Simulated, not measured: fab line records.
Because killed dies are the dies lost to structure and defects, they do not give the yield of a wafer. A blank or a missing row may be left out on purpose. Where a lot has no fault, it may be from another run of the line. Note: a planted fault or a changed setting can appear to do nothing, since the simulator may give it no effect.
Which of the tools did it? || flow ritCmos || route of 202 steps, sampled at 1 step: 14 lots, 42 wafers

== WHAT EACH GAUGE READ, for each wafer ==
No reading from a measuring or inspecting step in the record can be judged against a usual standard deviation.

== TOOL THAT RAN EACH LOT (tool first, then ch and the chambers of the sampled wafers, then the start) ==
{"lot": "L451", "RIT_PWELL_STRIP_09": "plasmaAsher-04 ch 0,1, day 1 23:56"}
{"lot": "L452", "RIT_PWELL_STRIP_09": "plasmaAsher-02 ch 0,1, day 2 04:56"}
{"lot": "L453", "RIT_PWELL_STRIP_09": "plasmaAsher-03 ch 0,1, day 2 10:12"}
{"lot": "L454", "RIT_PWELL_STRIP_09": "plasmaAsher-03 ch 0,1, day 2 16:32"}
{"lot": "L455", "RIT_PWELL_STRIP_09": "plasmaAsher-04 ch 0,1, day 2 22:47"}
{"lot": "L460", "RIT_PWELL_STRIP_09": "plasmaAsher-03 ch 0,1, day 3 21:22"}
{"lot": "L461", "RIT_PWELL_STRIP_09": "plasmaAsher-02 ch 0,1, day 4 02:53"}
{"lot": "L463", "RIT_PWELL_STRIP_09": "plasmaAsher-03 ch 0,1, day 4 11:46"}
{"lot": "L467", "RIT_PWELL_STRIP_09": "plasmaAsher-02 ch 0,1, day 5 06:59"}
{"lot": "L468", "RIT_PWELL_STRIP_09": "plasmaAsher-02 ch 0,1, day 5 12:52"}
{"lot": "L469", "RIT_PWELL_STRIP_09": "plasmaAsher-02 ch 0,1, day 5 19:08"}
{"lot": "L471", "RIT_PWELL_STRIP_09": "plasmaAsher-04 ch 0, day 6 05:26"}
{"lot": "L472", "RIT_PWELL_STRIP_09": "plasmaAsher-02 ch 0,1, day 6 08:27"}
{"lot": "L474", "RIT_PWELL_STRIP_09": "plasmaAsher-02 ch 0,1, day 6 19:23"}
- RIT_PWELL_STRIP_09: strips in O2, time 180 s.

== AS READ BY THE TOOLS THEMSELVES (means over the sampled wafers that have a number; for cases with no such wafer, the mark the record gives instead) ==
RIT_PWELL_STRIP_09. Usual: drypumpMotorCurrentA 5.5 A, standard deviation 0.39; o2FlowSccm 4001 sccm, standard deviation 13; rfReflPowerW 7.6 W, standard deviation 1.3.
{"lot": "L451", "tool": "plasmaAsher-04", "drypumpMotorCurrentA (A)": 5.8, "o2FlowSccm (sccm)": 4011, "rfReflPowerW (W)": 8.1, "flag": ""}
{"lot": "L452", "tool": "plasmaAsher-02", "drypumpMotorCurrentA (A)": 5.2, "o2FlowSccm (sccm)": 4019, "rfReflPowerW (W)": 7.5, "flag": ""}
{"lot": "L453", "tool": "plasmaAsher-03", "drypumpMotorCurrentA (A)": 5.8, "o2FlowSccm (sccm)": 4002, "rfReflPowerW (W)": 8.3, "flag": ""}
{"lot": "L454", "tool": "plasmaAsher-03", "drypumpMotorCurrentA (A)": 5.6, "o2FlowSccm (sccm)": 3998, "rfReflPowerW (W)": 7.4, "flag": ""}
{"lot": "L455", "tool": "plasmaAsher-04", "drypumpMotorCurrentA (A)": 5.8, "o2FlowSccm (sccm)": 3991, "rfReflPowerW (W)": 8.1, "flag": ""}
{"lot": "L460", "tool": "plasmaAsher-03", "drypumpMotorCurrentA (A)": 5.8, "o2FlowSccm (sccm)": 4672, "rfReflPowerW (W)": 8.1, "flag": "OFF"}
{"lot": "L461", "tool": "plasmaAsher-02", "drypumpMotorCurrentA (A)": 5.2, "o2FlowSccm (sccm)": 3993, "rfReflPowerW (W)": 7.5, "flag": ""}
{"lot": "L463", "tool": "plasmaAsher-03", "drypumpMotorCurrentA (A)": 5.8, "o2FlowSccm (sccm)": 4669, "rfReflPowerW (W)": 8.3, "flag": "OFF"}
{"lot": "L467", "tool": "plasmaAsher-02", "drypumpMotorCurrentA (A)": 5.2, "o2FlowSccm (sccm)": 3991, "rfReflPowerW (W)": 7.5, "flag": ""}
{"lot": "L468", "tool": "plasmaAsher-02", "drypumpMotorCurrentA (A)": 5.2, "o2FlowSccm (sccm)": 4008, "rfReflPowerW (W)": 7.5, "flag": ""}
{"lot": "L469", "tool": "plasmaAsher-02", "drypumpMotorCurrentA (A)": 5.2, "o2FlowSccm (sccm)": 3986, "rfReflPowerW (W)": 8.1, "flag": ""}
{"lot": "L471", "tool": "plasmaAsher-04", "drypumpMotorCurrentA (A)": 5.3, "o2FlowSccm (sccm)": 4017, "rfReflPowerW (W)": 5.4, "flag": ""}
{"lot": "L472", "tool": "plasmaAsher-02", "drypumpMotorCurrentA (A)": 5.2, "o2FlowSccm (sccm)": 4006, "rfReflPowerW (W)": 8.0, "flag": ""}
{"lot": "L474", "tool": "plasmaAsher-02", "drypumpMotorCurrentA (A)": 5.1, "o2FlowSccm (sccm)": 3979, "rfReflPowerW (W)": 7.7, "flag": ""}

== THE ANSWER, worked out from the rows above alone ==
Rule: a lot is off if the mean of its wafers that have a number lies more than 3 standard deviations from the usual mean. Also off: a lot with no number at a reading for which 4 or more lots have one. Any other lot the step has rows for is counted as sound. First the gauges in route order, then the tools' own readings, where a lot's mean is used as printed above. At the first step where some lot is off, the reading lying furthest off is the one used; lots without a number count as furthest.
Off, at RIT_PWELL_STRIP_09 on o2FlowSccm: L460, L463.
If a tool, at that step or one of the process steps before it, ran each lot that is off and ran no sound lot following the first of them, it fits. One fits: RIT_PWELL_STRIP_09 on plasmaAsher-03. Its last sound lot is L454 (day 2 16:32), its first lot that is off L460 (day 3 21:22): a fault that began between those two fits.
The tool's own readings at RIT_PWELL_STRIP_09 bear it out: on the lots that are off they differ by more than 5 times the standard deviation of the sound lots' means. o2FlowSccm reads 4670 sccm there against 4000 sccm on the sound lots.

== WHAT HAD BEEN PUT IN BY THE SIMULATOR ==
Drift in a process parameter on plasmaAsher-03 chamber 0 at RIT_PWELL_STRIP_09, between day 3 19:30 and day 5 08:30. The setting o2FlowSccm was moved by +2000, starting from 4000. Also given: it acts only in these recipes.
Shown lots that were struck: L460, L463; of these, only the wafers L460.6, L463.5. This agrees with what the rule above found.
